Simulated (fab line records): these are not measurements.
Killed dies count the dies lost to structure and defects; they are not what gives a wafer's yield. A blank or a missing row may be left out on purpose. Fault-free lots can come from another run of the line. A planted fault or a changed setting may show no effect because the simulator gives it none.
fab line records -- flow berkeley-cmos170
record lots=6, wafers=18, last-day=13
route steps=331 shown GATE@129 M3@331
lots untouched by any fault: they come from a run of this same line in which no faults occurred
start-h: hours from the record's first day to the start of the lot's first wafer shown -- wait-h: how many hours have passed since the lot's step before this one -- " identical to the entry in the row above -- L1.1+2: a row that stands for several wafers -- - value missing, or start not given -- * or withheld: withheld -- < > ~ a bound
route shown NAME@n: names a module that has steps shown in the file, with the first one's number in the route -- usual: mean/standard deviation taken from wafers without a fault -- same: alike in all rows -- chamber/n: place in a boat -- sites: the reading at each site -- _std_site: standard deviation across them -- _edge_site: inner sites' mean taken away from outer sites' mean -- radius-mm: how far each site lies from the wafer's centre -- mask NAME#n: copy n -- behind: tool/chamber where the wafer was last shaped -- hold: the reason the lot was held/the length of the hold in hours/how it ended -- device: transistor that didn't switch, given as n, p or np -- end of line: at the end of the route, the tests of the same wafers -- step lacking rows: just its recipe -- killed: dies lost to structure and defects at the first sort, not the wafer's yield -- map: shows each die of a wafer: x if killed, . if not, _ if none is there
set.NAME: setting as actually run; set.NAME@STEP: the setting as run at that earlier step -- model.NAME: the simulator's own value behind a step, which no gauge read
a table for each step, a row for each wafer; lots at some steps of the route
services: the hour from which a tool's chamber was out of use, counted from the record's first day as start-h (under 0 if before that day), plus the number of hours and why
## steps
# step UCB170_GATE_ANNEAL_03
# recipe temp-c=900, time-s=1800, ambient=N2
# step UCB170_GATE_CVD_04
# recipe material=poly-Si, temp-c=610, precursor=SiH4, time-s=1440, pressure-mtorr=375, target-thk-nm=214, sih4-flow-sccm=120
# step UCB170_GATE_THK_MEAS_05
# recipe reads=poly-Si_of_GATE_CVD_04
# usual GATE_POLY_THK=214.9/1.8
lot.wafer,tool,chamber,start-h,wait-h,GATE_POLY_THK[nm]
L191.4,film-metro-01,-,148.32,0.0,213.2
L191.5,film-metro-01,-,148.32,0.0,213.2
L191.6,film-metro-01,-,148.32,0.0,213.2
L196.1,film-metro-02,-,161.49,0.1,215.9
L196.3,film-metro-02,-,161.49,0.1,215.6
L196.6,film-metro-02,-,161.49,0.1,219.0
L204.1,film-metro-01,-,211.14,0.0,214.7
L204.4,film-metro-01,-,211.14,0.0,213.6
L204.5,film-metro-01,-,211.14,0.0,215.6
L206.2,film-metro-02,-,225.60,0.0,217.6
L206.3,film-metro-02,-,225.60,0.0,215.4
L206.5,film-metro-02,-,225.60,0.0,215.9
L210.3,film-metro-03,-,234.73,0.0,214.0
L210.4,film-metro-03,-,234.73,0.0,213.1
L210.6,film-metro-03,-,234.73,0.0,214.1
L212.1,film-metro-02,-,254.90,0.0,215.3
L212.4,film-metro-02,-,254.90,0.0,215.9
L212.5,film-metro-02,-,254.90,0.0,213.3
# step UCB170_GATE_COAT_06
# recipe resist=BARC, temp-c=withheld, time-s=withheld, spin-rpm=3000, resist-thk-nm=withheld
# step UCB170_GATE_COAT_07
# recipe resist=KrF, spin-rpm=1500, resist-thk-nm=900
# step UCB170_GATE_SOFTBAKE_08
# recipe resist=KrF, temp-c=130, time-s=60
# step UCB170_GATE_EXPOSE_09
# recipe mask-id=POLY, target-cd-nm=350, na=0.5, sigma-outer=0.6, source-shape=conventional, dose-mj=21
# step UCB170_GATE_PEB_10
# recipe peb-temp-c=130, peb-time-s=withheld, resist=KrF
# step UCB170_GATE_DEVELOP_11
# recipe developer=TMAH, develop-time-s=45, resist=KrF, dev-temp-c=21
# step UCB170_GATE_CD_MEAS_12
# recipe target-cd-nm=350
# usual cd-nm=349.7/1.5
lot.wafer,tool,chamber,start-h,wait-h,cd-nm
L191.4,cd-sem-01,-,149.80,-,346.6
L191.5,cd-sem-01,-,149.80,-,347.4
L191.6,cd-sem-01,-,149.80,-,347.9
L196.1,cd-sem-02,-,162.93,-,349.4
L196.3,cd-sem-02,-,162.93,-,348.0
L196.6,cd-sem-02,-,162.93,-,348.8
L204.1,cd-sem-02,-,212.13,-,353.0
L204.4,cd-sem-02,-,212.13,-,351.2
L204.5,cd-sem-02,-,212.13,-,351.4
L206.2,cd-sem-01,-,226.86,-,348.2
L206.3,cd-sem-01,-,226.86,-,349.7
L206.5,cd-sem-01,-,226.86,-,349.7
L210.3,cd-sem-01,-,235.77,-,352.3
L210.4,cd-sem-01,-,235.77,-,351.4
L210.6,cd-sem-01,-,235.77,-,350.5
L212.1,cd-sem-02,-,255.97,-,350.3
L212.4,cd-sem-02,-,255.97,-,349.2
L212.5,cd-sem-02,-,255.97,-,348.7
# step UCB170_GATE_OVL_MEAS_13
# usual GATE_OVL=-2/4.5
lot.wafer,tool,chamber,start-h,wait-h,GATE_OVL[nm]
L191.4,overlay-02,-,149.88,0.1,5
L191.5,overlay-02,-,149.88,0.1,4
L191.6,overlay-02,-,149.88,0.1,3
L196.1,overlay-01,-,163.05,0.1,-8
L196.3,overlay-01,-,163.05,0.1,-5
L196.6,overlay-01,-,163.05,0.1,-9
L204.1,overlay-01,-,212.25,0.1,-11
L204.4,overlay-01,-,212.25,0.1,-3
L204.5,overlay-01,-,212.25,0.1,1
L206.2,overlay-01,-,226.96,0.1,-1
L206.3,overlay-01,-,226.96,0.1,0
L206.5,overlay-01,-,226.96,0.1,7
L210.3,overlay-02,-,235.86,0.1,-5
L210.4,overlay-02,-,235.86,0.1,-6
L210.6,overlay-02,-,235.86,0.1,-4
L212.1,overlay-01,-,256.09,0.1,1
L212.4,overlay-01,-,256.09,0.1,0
L212.5,overlay-01,-,256.09,0.1,0
# step UCB170_GATE_ETCH_14
# recipe chemistry=N2/H2, target-depth-a=withheld, overetch-a=withheld, target=BARC, time-s=withheld, source-w=500, bias-w=100, pressure-mtorr=30, n2-flow-sccm=100, h2-flow-sccm=200
# usual drypump-motor-current-A=5.9/0.39, oes-product-au=0.985/0.021, throttle-valve-pct=13.28/0.17
lot.wafer,tool,chamber,start-h,wait-h,drypump-motor-current-A,oes-product-au,throttle-valve-pct
L191.4,rie-diel-04,2,149.90,0.0,5.6,0.964,13.15
L191.5,rie-diel-04,3,149.90,0.0,6.1,0.989,13.28
L191.6,rie-diel-04,2,149.90,0.0,5.6,0.969,13.15
L196.1,rie-diel-01,2,163.09,0.0,5.7,0.967,13.49
L196.3,rie-diel-01,0,163.09,0.0,5.7,0.976,13.70
L196.6,rie-diel-01,0,163.09,0.0,5.7,0.964,13.69
L204.1,rie-diel-04,3,212.28,0.0,6.2,1.007,13.27
L204.4,rie-diel-04,1,212.28,0.0,6.4,0.964,13.21
L204.5,rie-diel-04,2,212.28,0.0,5.6,0.975,13.14
L206.2,rie-diel-02,0,226.99,0.0,5.8,0.977,13.10
L206.3,rie-diel-02,2,226.99,0.0,5.4,1.005,13.30
L206.5,rie-diel-02,2,226.99,0.0,5.4,1.009,13.30
L210.3,rie-diel-02,0,235.89,0.0,5.9,0.990,13.12
L210.4,rie-diel-02,3,235.89,0.0,6.3,1.013,13.07
L210.6,rie-diel-02,1,235.89,0.0,6.2,1.009,13.52
L212.1,rie-diel-04,0,256.13,0.0,6.1,1.032,13.29
L212.4,rie-diel-04,1,256.13,0.0,6.4,0.982,13.20
L212.5,rie-diel-04,3,256.13,0.0,6.1,0.984,13.26
# step UCB170_GATE_ETCH_15
# recipe chemistry=HBr/Cl2, target=poly-Si, stop-on=SiO2, over-etch-frac=0.3, icp-w=300, bias-w=146.4, time-s=56.3, pressure-mtorr=15, HBr_flow_sccm=150, Cl2_flow_sccm=50, target-depth-a=2782
# usual drypump-motor-current-A=5.3/0.58, oes-product-au=0.839/0.013, run-length-s=84.3/0.42, throttle-valve-pct=26.3/0.36
lot.wafer,tool,chamber,start-h,wait-h,drypump-motor-current-A,oes-product-au,rf-hours-counter-h,run-length-s,throttle-valve-pct,model.KrF_of_GATE_COAT_07.thk-nm,model.SiO2_of_GATE_OXIDATION_01.thk-nm
L191.4,rie-si-02,1,149.94,-,5.4,0.840,0,84.5,26.1,770,6.485
L191.5,rie-si-02,0,149.94,-,6.2,0.833,-,84.2,26.4,776.4,6.738
L191.6,rie-si-02,3,149.94,-,4.9,0.830,-,85.2,26.9,770.7,6.605
L196.1,rie-si-01,2,163.13,-,6.3,0.866,2,84.2,26.1,775.3,6.569
L196.3,rie-si-01,0,163.13,-,5.1,0.856,2,83.8,26.1,775.3,6.525
L196.6,rie-si-01,3,163.13,-,4.7,0.843,-,84.7,25.9,774.7,6.467
L204.1,rie-si-02,3,212.32,-,5.0,0.646,103,114.1,27.0,717.7,4.005
L204.4,rie-si-02,0,212.32,-,6.2,0.637,0,113.9,26.4,721,4.173
L204.5,rie-si-02,1,212.32,-,5.4,0.664,-,114.2,26.1,713.7,3.91
L206.2,rie-si-02,0,227.03,-,6.2,0.646,1,113.7,26.4,726.4,4.32
L206.3,rie-si-02,2,227.03,-,5.1,0.641,2,113.9,26.3,727.5,4.163
L206.5,rie-si-02,2,227.03,-,5.1,0.648,-,113.6,26.3,724.2,4.156
L210.3,rie-si-01,2,235.93,-,6.3,0.854,2,84.0,26.1,778.7,6.417
L210.4,rie-si-01,1,235.93,-,4.7,0.822,90,83.7,26.9,780.8,6.499
L210.6,rie-si-01,3,235.93,-,4.7,0.823,-,84.6,25.9,776.6,6.383
L212.1,rie-si-01,2,256.17,-,6.3,0.863,2,84.6,26.1,773.7,6.665
L212.4,rie-si-01,3,256.17,-,4.7,0.833,1,84.6,25.9,772,6.622
L212.5,rie-si-01,1,256.17,-,4.7,0.830,-,83.5,26.9,777.3,6.556
# step UCB170_GATE_STRIP_16
# recipe chemistry=O2, power-w=400, pressure-mtorr=3500, platen-temp-c=withheld, o2-flow-sccm=400, overash-fraction=0.5
# usual drypump-motor-current-A=5.6/0.55, oes-product-au=0.724/0.0045
lot.wafer,tool,chamber,start-h,wait-h,drypump-motor-current-A,oes-product-au,rf-hours-counter-h
L191.4,plasma-asher-02,1,150.02,0.1,4.7,0.730,-
L191.5,plasma-asher-02,1,150.02,0.1,4.8,0.721,-
L191.6,plasma-asher-02,0,150.02,0.1,5.6,0.725,-
L196.1,plasma-asher-01,1,163.18,0.0,6.0,0.722,35
L196.3,plasma-asher-01,1,163.18,0.0,6.0,0.721,-
L196.6,plasma-asher-01,1,163.18,0.0,6.0,0.730,-
L204.1,plasma-asher-02,0,212.37,0.0,5.5,0.725,10
L204.4,plasma-asher-02,1,212.37,0.0,4.7,0.725,-
L204.5,plasma-asher-02,1,212.37,0.0,4.8,0.732,-
L206.2,plasma-asher-03,1,227.08,0.0,5.8,0.723,51
L206.3,plasma-asher-03,0,227.08,0.0,5.1,0.728,-
L206.5,plasma-asher-03,1,227.08,0.0,5.8,0.724,-
L210.3,plasma-asher-02,0,236.01,0.1,5.5,0.716,-
L210.4,plasma-asher-02,1,236.01,0.1,4.8,0.730,-
L210.6,plasma-asher-02,0,236.01,0.1,5.5,0.721,-
L212.1,plasma-asher-03,1,256.22,0.0,5.8,0.724,54
L212.4,plasma-asher-03,0,256.22,0.0,5.1,0.722,-
L212.5,plasma-asher-03,0,256.22,0.0,5.1,0.715,-
# step UCB170_M3_PROBE_99
lot.wafer,tool,chamber,start-h,wait-h,model.etest.pldd.line-ohm-um,model.etest.pldd.rs-ohm-sq,model.etest.nldd.line-ohm-um,model.etest.nldd.rs-ohm-sq,model.etest.pmos_0p35.isub-log10-a-um,model.etest.pmos_0p35.vt-sat-v,model.etest.antenna-poly.vt-shift-v,model.etest.pmos-turned.overlap-ff-um
L191.4,prober-01,-,192.92,0.2,1845,1128,1271,770,-8.259,-0.3498,-0.00801,0.4049
L191.5,prober-01,-,192.97,0.2,1886,1138,1287,776.4,-8.229,-0.3549,-0.01324,0.396
L191.6,prober-01,-,193.02,0.2,1864,1120,1257,765.9,-8.212,-0.3544,-0.003861,0.4053
L196.1,prober-01,-,203.70,0.1,1758,1121,1212,777.9,-8.176,-0.3544,-0.01065,0.4046
L196.3,prober-01,-,203.80,0.2,1772,1122,1238,772.5,-8.206,-0.3544,-0.005125,0.4087
L196.6,prober-01,-,203.95,0.2,1804,1117,1243,772.6,-8.191,-0.3562,-0.00492,0.4106
L204.1,prober-02,-,252.35,0.1,1594,1000,1169,727.7,-8.152,-0.3304,-0.01948,0.4278
L204.4,prober-02,-,252.50,0.2,1692,1022,1184,738.7,-8.112,-0.3507,-0.0131,0.4172
L204.5,prober-02,-,252.55,0.2,1624,996,1155,729.2,-8.107,-0.3483,-0.02148,0.4219
L206.2,prober-01,-,265.93,0.1,1701,1035,1216,734.4,-8.154,-0.3432,-0.01547,0.4161
L206.3,prober-01,-,265.98,0.2,1680,1027,1190,733.4,-8.128,-0.3344,-0.02108,0.4203
L206.5,prober-01,-,266.08,0.2,1694,1021,1207,729.4,-8.091,-0.3328,-0.01877,0.4199
L210.3,prober-01,-,272.70,0.2,1861,1116,1292,772.9,-8.236,-0.3461,-0.008135,0.4098
L210.4,prober-01,-,272.75,0.2,1906,1130,1298,783.6,-8.252,-0.3584,-0.005179,0.4065
L210.6,prober-01,-,272.85,0.2,1829,1104,1287,778.7,-8.17,-0.3533,-0.007658,0.4143
L212.1,prober-02,-,300.31,0.1,1827,1135,1255,771.5,-8.246,-0.3653,-0.00462,0.4
L212.4,prober-02,-,300.46,0.2,1872,1126,1265,772.4,-8.341,-0.3704,-0.00796,0.4047
L212.5,prober-02,-,300.51,0.2,1815,1128,1243,771.9,-8.264,-0.357,-0.008485,0.4069
# killed by level:class
L191.4 START:geometric-particle:open=1 M1:geometric-particle:short=1 V1:geometric-particle:short=1 SPACER:area-etchback=1
L191.5 GATE:geometric-particle:open=2 GATE:geometric-particle:short=1
L191.6 SACOX:geometric-particle:short=1 SACOX:geometric-particle:open=1 V2:geometric-particle:short=1
L196.1 M2:geometric-particle:short=1 V2:geometric-particle:short=1
L196.3 WELLDRIVE:geometric-particle:open=1 GATE:geometric-particle:short=1
L196.6 SPACER:area-etchback=3 GATE:geometric-particle:short=2 SACOX:geometric-particle:open=1 M1:geometric-particle:short=1
L204.1 M2:geometric-particle:short=1
L204.4 SPACER:area-etchback=2
L204.5 FIELD:geometric-particle:open=1 SACOX:geometric-particle:short=1 SILICIDE:geometric-particle:short=1 M2:geometric-particle:open=1
L210.3 M3:geometric-particle:short=1
L210.4 M1:geometric-particle:short=2 GATE:geometric-particle:short=1 M2:geometric-particle:short=1
L210.6 GATE:geometric-particle:open=1 SPACER:geometric-particle:short=1 M1:geometric-particle:short=1 V1:geometric-particle:open=1 M2:geometric-particle:open=1
L212.1 ACTIVE:area-etch=3 CONTACT:geometric-particle:short=1
L212.4 ACTIVE:area-etch=4 GATE:geometric-particle:short=1 M2:geometric-particle:short=1
L212.5 WELLDRIVE:geometric-particle:short=2 START:geometric-particle:short=1 GATE:geometric-particle:open=1 SPACER:geometric-particle:open=1 V1:geometric-particle:short=1 ACTIVE:area-etch=1
## services
tool,chamber,start-h,hours,kind
rie-diel-04,0,132.61,2.6,repair
rie-diel-01,2,144.93,3.5,repair
rie-diel-01,0,148.57,-,clean
rie-diel-01,0,148.57,14.3,scheduled-down
rie-diel-01,0,148.57,14.3,vent-cycle
rie-diel-02,-,164.94,0.4,repair
rie-diel-01,3,174.58,-,clean
rie-diel-01,3,174.58,25.7,scheduled-down
rie-diel-02,2,181.88,-,clean
rie-diel-02,2,181.88,27.5,scheduled-down
rie-diel-02,2,181.88,27.5,vent-cycle
rie-diel-01,0,213.03,5.8,repair
rie-diel-01,-,213.30,0.9,repair
rie-diel-02,-,227.11,0.3,repair
plasma-asher-03,-,230.01,2.0,repair
plasma-asher-03,-,243.18,2.2,repair
rie-diel-01,0,244.41,9.2,repair
rie-si-02,3,244.43,-,clean
rie-si-02,3,244.43,22.3,scheduled-down
rie-si-02,3,244.43,22.3,vent-cycle
rie-diel-04,2,245.59,2.1,repair
plasma-asher-01,-,246.58,2.8,pm
rie-diel-04,-,253.59,1.8,repair
rie-diel-01,3,254.61,2.0,repair
## key
first-sign step=UCB170_GATE_ETCH_15, reading=run-length-s, direction=up, sigmas=71, usual=*, struck=*
effect step=UCB170_GATE_ETCH_15, reading=oes-product-au, direction=down, sigmas=15, usual=0.839, struck=0.647
model-effect step=UCB170_GATE_ETCH_15, value=KrF_of_GATE_COAT_07.thk-nm, without=778.1, struck=721.8
model-effect step=UCB170_M3_PROBE_99, value=etest.pldd.line-ohm-um, without=1807, struck=1664
met-at UCB170_GATE_ETCH_15
struck-wafers L204.1,L204.4,L204.5,L206.2,L206.3,L206.5
sort-left-out L206.2,L206.3,L206.5
tester-left-out L204,L206
onset-between 149.94 212.32
fault kind=process-parameter-drift, tool=rie-si-02, chamber=-, onset-h=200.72, steps=UCB170_GATE_ETCH_15, channel=time-s, offset=*, shape=step, end-h=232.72, stated=*
# tester-left-out: of these lots the tester's yield and bins aren't shown, on N5 and GAA mostly nor the transistor test; their killed dies are dies lost to structure and defects alone, not to doping, threshold or leakage, so they don't give the yield
# sort-left-out: the simulated sort isn't trusted on such a fault, so these wafers' sort isn't shown, and their yield isn't known
